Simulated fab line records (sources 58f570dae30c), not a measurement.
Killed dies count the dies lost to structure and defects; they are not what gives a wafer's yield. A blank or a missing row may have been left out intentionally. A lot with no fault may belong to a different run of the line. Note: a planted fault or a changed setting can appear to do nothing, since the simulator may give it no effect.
fab line records | flow berkeley_cmos170
record: lots: 14 | wafers: 42 | last_day: 13
route steps=331 shown CONTACT@235
lots that met no fault: from a run of the same line without faults
start_h: hours from the record's first day to the start of the lot's first wafer shown | wait_h: time in hours since the lot's previous step | " as in the row above | L1.1+2: a single row standing in for several wafers | - no value, or no start given | * or withheld: withheld | < > ~ a bound
route shown NAME@n: names a module that has steps shown in the file, with the first one's number in the route | usual: mean/standard deviation taken from wafers without a fault | same: alike in all rows | chamber/n: place in a boat | sites: readings site by site | _std_site: how widely they spread, as a standard deviation | _edge_site: inner sites' mean taken away from outer sites' mean | radius_mm: for every site, how far away it sits from the centre of the wafer | mask NAME#n: copy n | behind: tool/chamber where the wafer was last shaped | hold: what put the lot on hold/how long, in hours/how the hold closed | device: transistor that didn't switch, given as n, p or np | end of line: the same wafers' tests at the end of the route | step lacking rows: just its recipe | killed: count of dies lost to structure and defects at first sort (not the wafer's yield) | map: shows each die of a wafer: x if killed, . if not, _ if none is there
set.NAME: the setting as run; set.NAME@STEP: as run at that earlier step | model.NAME: the simulator's own value behind a step, which no gauge read
route steps across a sampled set of lots; one table per step, one row per wafer
services: a tool's chamber out of use, with start hour (start_h, from the record's first day; less than 0 if before it), hours out, and reason
== steps ==
step: UCB170_CONTACT_STRIP_19
recipe: chemistry: O2 | power_w: 400 | pressure_mtorr: 3500 | platen_temp_c: withheld | o2_flow_sccm: 400 | overash_fraction: 0.5
usual: drypump_motor_current_A: 5.4/0.39 | oes_product_au: 0.726/0.0043 | overash_fraction: 0.5/0
lot.wafer | tool            | chamber | start_h | wait_h | drypump_motor_current_A | oes_product_au | overash_fraction | rf_hours_counter_h
L394.1    | plasma_asher-02 | 0       | 144.38  | -      | 4.9                     | 0.726          | 0.5              | 42
L394.2    | "               | 1       | "       | "      | 5.7                     | 0.725          | 0.5              | 42
L394.6    | "               | 1       | "       | "      | 5.7                     | 0.722          | 0.5              | -
L395.1    | plasma_asher-03 | 1       | 144.43  | -      | 5.3                     | 0.728          | 0.5              | 2
L395.2    | "               | 0       | "       | "      | 5.2                     | 0.734          | 0.5              | 2
L395.3    | "               | 0       | "       | "      | 5.2                     | 0.727          | 0.5              | -
L398.3    | plasma_asher-03 | 1       | 162.84  | -      | 5.2                     | 0.644          | 0.8              | -
L398.4    | "               | 0       | "       | "      | 5.2                     | 0.648          | 0.8              | -
L398.6    | "               | 1       | "       | "      | 5.2                     | 0.639          | 0.8              | -
L399.1    | plasma_asher-02 | 1       | 162.97  | -      | 5.7                     | 0.715          | 0.5              | 44
L399.2    | "               | 0       | "       | "      | 4.9                     | 0.720          | 0.5              | 44
L399.6    | "               | 1       | "       | "      | 5.7                     | 0.722          | 0.5              | -
L397.1    | plasma_asher-03 | 0       | 164.50  | -      | 5.2                     | 0.649          | 0.8              | 4
L397.2    | "               | 1       | "       | "      | 5.2                     | 0.643          | 0.8              | 4
L397.5    | "               | 0       | "       | "      | 5.2                     | 0.644          | 0.8              | -
L406.2    | plasma_asher-02 | 1       | 200.38  | -      | 5.7                     | 0.732          | 0.5              | 48
L406.4    | "               | 0       | "       | "      | 4.9                     | 0.735          | 0.5              | -
L406.6    | "               | 1       | "       | "      | 5.7                     | 0.733          | 0.5              | -
L407.2    | plasma_asher-02 | 0       | 215.65  | -      | 4.9                     | 0.720          | 0.5              | 50
L407.4    | "               | 1       | "       | "      | 5.7                     | 0.722          | 0.5              | -
L407.6    | "               | 1       | "       | "      | 5.7                     | 0.724          | 0.5              | -
L409.1    | plasma_asher-01 | 0       | 216.80  | -      | 6.1                     | 0.725          | 0.5              | 48
L409.2    | "               | 1       | "       | "      | 6.3                     | 0.729          | 0.5              | 48
L409.5    | "               | 0       | "       | "      | 6.1                     | 0.727          | 0.5              | -
L411.2    | plasma_asher-03 | 0       | 237.59  | -      | 5.2                     | 0.723          | 0.5              | 12
L411.3    | "               | 1       | "       | "      | 5.3                     | 0.725          | 0.5              | -
L411.5    | "               | 0       | "       | "      | 5.2                     | 0.728          | 0.5              | -
L412.3    | plasma_asher-02 | 1       | 238.28  | -      | 5.7                     | 0.723          | 0.5              | -
L412.5    | "               | 0       | "       | "      | 4.9                     | 0.728          | 0.5              | -
L412.6    | "               | 1       | "       | "      | 5.7                     | 0.724          | 0.5              | -
L413.2    | plasma_asher-03 | 0       | 247.38  | -      | 5.2                     | 0.728          | 0.5              | 13
L413.4    | "               | 1       | "       | "      | 5.2                     | 0.733          | 0.5              | -
L413.6    | "               | 1       | "       | "      | 5.3                     | 0.729          | 0.5              | -
L414.2    | plasma_asher-03 | 1       | 258.85  | -      | 5.3                     | 0.734          | 0.5              | 14
L414.3    | "               | 0       | "       | "      | 5.2                     | 0.729          | 0.5              | -
L414.5    | "               | 1       | "       | "      | 5.3                     | 0.723          | 0.5              | -
L416.1    | plasma_asher-03 | 0       | 267.33  | -      | 5.2                     | 0.730          | 0.5              | 14
L416.2    | "               | 1       | "       | "      | 5.3                     | 0.727          | 0.5              | 14
L416.5    | "               | 0       | "       | "      | 5.2                     | 0.727          | 0.5              | -
L417.3    | plasma_asher-02 | 0       | 281.83  | -      | 5.0                     | 0.729          | 0.5              | -
L417.4    | "               | 1       | "       | "      | 5.7                     | 0.722          | 0.5              | -
L417.5    | "               | 1       | "       | "      | 5.7                     | 0.721          | 0.5              | -
== services ==
tool            | chamber | start_h | hours | kind
plasma_asher-03 | -       | 144.91  | 1.1   | repair
plasma_asher-03 | -       | 164.81  | 1.9   | repair
== key ==
first_sign: step: UCB170_CONTACT_STRIP_19 | reading: overash_fraction | direction: up | sigmas: 99+ | usual: 0.5 | struck: 0.8
effect: step: UCB170_CONTACT_STRIP_19 | reading: oes_product_au | direction: down | sigmas: 19 | usual: 0.726 | struck: 0.645
met_at UCB170_CONTACT_STRIP_19
struck_lots L397,L398
tester_left_out L397,L398
onset_between 144.43 162.84
fault: kind: process_parameter_drift | tool: plasma_asher-03 | chamber: - | onset_h: 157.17 | steps: UCB170_CONTACT_STRIP_19 | channel: overash_fraction | offset: 0.3 | shape: step | end_h: 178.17 | acts_in: these_recipes_only | stated: 0.5
tester_left_out: of these lots the tester's yield and bins aren't shown, on N5 and GAA mostly nor the transistor test; their killed dies are dies lost to structure and defects alone, not to doping, threshold or leakage, so they don't give the yield
